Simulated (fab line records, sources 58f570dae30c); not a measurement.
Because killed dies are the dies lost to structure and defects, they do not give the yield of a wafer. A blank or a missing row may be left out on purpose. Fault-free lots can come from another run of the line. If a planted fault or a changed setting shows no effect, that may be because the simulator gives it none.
Chamber matching	flow berkeley cmos170	UCB170_V2_CMP_02 on cmp-01: 4 sister chambers
The step polishes SiO2. 4 wafers are shown with their chamber, then 8 later ones without.

== WAFERS PAIRED WITH THEIR CHAMBERS ==
wafer	chamber	motor current A (A)
L330.1	0	18.4
L330.3	3	18.4
L330.4	1	14.3
L329.3	2	16.6

== WAFERS WHOSE CHAMBER IS MISSING ==
wafer	motor current A (A)
L329.5	17.9
L329.6	19.5
L332.1	17.6
L332.2	18.8
L332.4	19.2
L334.2	19.1
L334.5	18.3
L334.6	16.3

== WHICH CHAMBER EACH WENT THROUGH ==
wafer	from the rows above	in truth
L329.5	can't be placed: 0 or 3 or 2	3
L329.6	can't be placed: 0 or 3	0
L332.1	can't be placed: 0 or 3 or 2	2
L332.2	can't be placed: 0 or 3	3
L332.4	can't be placed: 0 or 3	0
L334.2	can't be placed: 0 or 3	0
L334.5	can't be placed: 0 or 3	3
L334.6	2	2
Placed correctly: 1 of 8. Can't be placed from these rows: 7 (the true chamber is among the candidates in 7). 0 placed wrongly.
How it was worked out, from the rows above alone: a wafer's distance from a chamber is the root of the sum, over the readings, of the square of ((its reading less the chamber's mean) divided by the reading's scatter). If the next closest chamber is less than 2 further off than the closest, the wafer can't be placed; otherwise it belongs to the closest. A chamber's mean is the mean of its shown wafers. The scatter (one wafer shown for each chamber): square how far every hidden wafer sits from the nearest shown wafer, average those squares and take the square root.
